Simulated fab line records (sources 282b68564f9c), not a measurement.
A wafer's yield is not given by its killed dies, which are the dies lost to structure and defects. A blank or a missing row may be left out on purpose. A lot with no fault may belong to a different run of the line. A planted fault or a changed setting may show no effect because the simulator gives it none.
A lot that was struck, set against a sound lot + flow rit cmos + 15 steps out of a route of 202
Sound: these wafers, L934.3, L934.5, L934.6. Struck: wafers L951.2, L951.4. (L951.5 of the same lot was not struck and is left out.) The cause comes at the end.
Order at every step that has rows: each side's tool, ch and its chambers, its first start. Under that, the readings that differ: sound wafers + struck wafers + difference of the means + sigmas: that difference in standard deviations of wafers without a fault.
alike: readings with means less than 2 such deviations apart, plus words and numbers identical on both sides. not compared: withheld readings, readings lacking a value on some wafer, bounds such as >300 that could conceal the same value, and numbers that have no deviation in the record and whose values overlap.
Wherever a step has rows on one side only, a row that says differs or no value, or a row with sigmas, the two part there. Numbers that don't overlap but have no deviation are shown without sigmas and don't part them. A reading that every wafer of one side lacks parts them only if that side has two wafers or more.

RIT_M1_SPUTTER_00: material Al, target thk 400 nm, time 500 s.
  sound on pvd sputter-04 at day 3 13:07; struck on pvd sputter-01 at day 7 11:19
  alike: throttle valve pct
RIT_M1_RS_MEAS_01: a four-point-probe measurement.
  sound on film metro-02 at day 3 13:26; struck on film metro-02 at day 7 11:38
  alike: M1_AL_RS
RIT_M1_THK_MEAS_02: measures by xrf.
  sound on film metro-02 at day 3 13:32; struck on film metro-02 at day 7 11:45
  alike: M1_AL_THK
then, 6 steps without rows for these wafers: RIT_M1_HMDS_03 (prime time 60 s); RIT_M1_COAT_04 (resist thk 1281 nm); RIT_M1_SOFTBAKE_05 (time 60 s); RIT_M1_EXPOSE_06 (exposes mask M12, target cd 2600 nm); RIT_M1_PEB_07; RIT_M1_DEVELOP_08 (develop time 68 s).
RIT_M1_CD_MEAS_09: the cd target is 2600 nm.
  sound on cd sem-01 at day 3 14:30; struck on cd sem-02 at day 7 12:48
  alike: cd nm
RIT_M1_OVL_MEAS_10:
  sound on overlay-02 at day 3 14:36; struck on overlay-02 at day 7 12:54
  alike: M1_OVL
then, 1 step without rows for these wafers: RIT_M1_HARDBAKE_11 (time 120 s).
RIT_M1_METAL_ETCH_12: etches Al in Cl2/BCl3, stops on SiO2, time 165 s, target depth 600 nm.
  sound on rie metal-01 ch 0,1, day 3 14:57; struck on rie metal-01 ch 0, day 7 13:11
| reading                                  | sound             | struck      | difference | sigmas |
|------------------------------------------|-------------------|-------------|------------|--------|
| oes product au (a.u.)                    | 0.765 0.760 0.780 | 0.674 0.684 | -0.089     | -8     |
| run length s (s)                         | 193.7 193.6 193.7 | 239.9 240.0 | +46.3      | +47    |
| model.NOVOLAK_of_M1_COAT_04.thk nm (nm)  | 799 793.9 791.9   | 699.2 702.3 | -94.2      |        |
| model.SiO2_of_CONTACT_CVD_00.thk nm (nm) | 367.4 372.3 372.4 | 355.5 359.6 | -13.1      |        |
| model.M1.feature depth nm (nm)           | 432.8 430.2 430.3 | 441.4 444.7 | +11.9      |        |
  alike: drypump motor current A, throttle valve pct
  not compared: rf hours counter h
then, 1 step without rows for these wafers: RIT_M1_STRIP_13 (strips in nmp, time 600 s).
RIT_M1_PROBE_99:
  sound on prober-01 at day 3 17:16; struck on prober-01 at day 7 15:29
| reading                               | sound                       | struck            | difference | sigmas |
|---------------------------------------|-----------------------------|-------------------|------------|--------|
| defect limited yield (%)              | 94.3 97.0 95.8              | 97.7 99.2         | +2.8       | +2     |
| killed at contacts                    | 1 0 1                       | 0 0               | -1         | -3     |
| killed at front end                   | 14 8 10                     | 6 2               | -7         | -2     |
| killed dies                           | 15 8 11                     | 6 2               | -7         | -3     |
| killed open                           | 11 6 6                      | 3 2               | -5         | -3     |
| sort_bin_5_function (%)               | 3.0 1.5 1.9                 | 0.8 0.4           | -1.5       | -2     |
| sort n pass                           | 249.0 256.0 253.0           | 258.0 262.0       | +7.3       | +3     |
| sort yield pct (%)                    | 94.3 97.0 95.8              | 97.7 99.2         | +2.8       | +2     |
| model.etest.antenna m1.vt shift v (V) | -0.01035 -0.007044 -0.01003 | -0.01999 -0.01759 | -0.00965   |        |
  alike: killed short, sort_bin_3_pad_short, sort_bin_6_memory

## WHERE THEY PART
At RIT_M1_METAL_ETCH_12 first; at RIT_M1_PROBE_99 last (within this record only).

WHY: the cause the simulator had injected
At RIT_M1_METAL_ETCH_12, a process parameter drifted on rie metal-01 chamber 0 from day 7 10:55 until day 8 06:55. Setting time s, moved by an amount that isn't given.
